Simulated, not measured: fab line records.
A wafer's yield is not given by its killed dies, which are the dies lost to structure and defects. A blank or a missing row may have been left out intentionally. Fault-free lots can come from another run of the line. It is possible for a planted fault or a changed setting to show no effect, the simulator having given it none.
Split-lot experiment | flow berkeley_cmos170 | route with 331 steps; 5 lots, 23 wafers read

ABOUT THE SPLIT
At UCB170_PLDD_EXPOSE_03 (exposes mask PSELECT, target cd 1200 nm), the setting dose_mj was moved away from the recipe's 30 on 11 of the 23 wafers read, by -6.8% to +4.7%. For the rest of the wafers, this setting stayed at what the recipe calls for.

FROM THE SPLIT TO THE READING: what the file shows between them, 2 steps
- UCB170_PLDD_PEB_04
- UCB170_PLDD_DEVELOP_05: develop time 45 s

THE READING
cd_nm (nm) at UCB170_PLDD_CD_MEAS_06, where the cd target is 1200 nm. On this fab line, fault-free wafers typically give 1199.3 nm with a standard deviation of 1.2 nm.

wafer  | tool, chamber at the split | dose_mj as run | against the recipe | cd_nm, nm | against lot-mates on the recipe
L076.1 | krf_scanner-02, 0          | 30             | recipe             | 1198.0    | -
L076.2 | krf_scanner-02, 0          | 30             | recipe             | 1196.3    | -
L076.3 | krf_scanner-02, 0          | 27.97          | -6.8%              | 1186.1    | -11.7
L076.4 | krf_scanner-02, 0          | 30             | recipe             | 1199.1    | -
L076.6 | krf_scanner-02, 0          | 27.97          | -6.8%              | 1185.6    | -12.2
L077.1 | krf_scanner-01, 0          | 31.41          | +4.7%              | 1207.7    | +7.6
L077.2 | krf_scanner-01, 0          | 30             | recipe             | 1200.8    | -
L077.4 | krf_scanner-01, 0          | 30             | recipe             | 1199.4    | -
L077.5 | krf_scanner-01, 0          | 31.41          | +4.7%              | 1209.1    | +9.0
L077.6 | krf_scanner-01, 0          | 31.41          | +4.7%              | 1207.4    | +7.3
L078.1 | krf_scanner-02, 0          | 30             | recipe             | 1199.2    | -
L078.2 | krf_scanner-02, 0          | 30.84          | +2.8%              | 1202.7    | +3.6
L078.4 | krf_scanner-02, 0          | 30.84          | +2.8%              | 1202.8    | +3.7
L078.5 | krf_scanner-02, 0          | 30             | recipe             | 1198.9    | -
L078.6 | krf_scanner-02, 0          | 30.84          | +2.8%              | 1204.8    | +5.7
L082.1 | krf_scanner-02, 0          | 30             | recipe             | 1198.6    | -
L082.3 | krf_scanner-02, 0          | 30             | recipe             | 1200.1    | -
L082.4 | krf_scanner-02, 0          | 30             | recipe             | 1199.9    | -
L083.1 | krf_scanner-02, 0          | 30             | recipe             | 1200.2    | -
L083.3 | krf_scanner-02, 0          | 30.66          | +2.2%              | 1204.3    | +3.7
L083.4 | krf_scanner-02, 0          | 30.66          | +2.2%              | 1203.4    | +2.8
L083.5 | krf_scanner-02, 0          | 30.66          | +2.2%              | 1203.5    | +2.9
L083.6 | krf_scanner-02, 0          | 30             | recipe             | 1201.0    | -

FIT RESULTS
A straight line over all 23 wafers: cd_nm changes by +1.9 nm for each +1% of dose_mj; r = +0.98; the points scatter about the line by 1.1 nm.
The same after taking each lot's own level away (the mean of its wafers on the recipe; 23 wafers): +1.71 nm for each +1%; r = +0.99; scatter 0.79 nm.
That fit puts the effect of the largest move of dose_mj on the reading at 12 nm.
From 1197.80 to 1200.60 nm: that is the span of the lots' own levels, equal to 2.3 times the standard deviation above.
So the lot-to-lot level changes the slope: the two fits differ.
Check: for one of the wafers moved furthest among these (-6.8%), held out of the fit, the line's prediction against its lot-mates is -11.7 nm. It came out at -11.7 nm against them.

FILE'S OWN FIT
cd_nm changes by +1.71 nm for each +1% of dose_mj, r = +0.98.
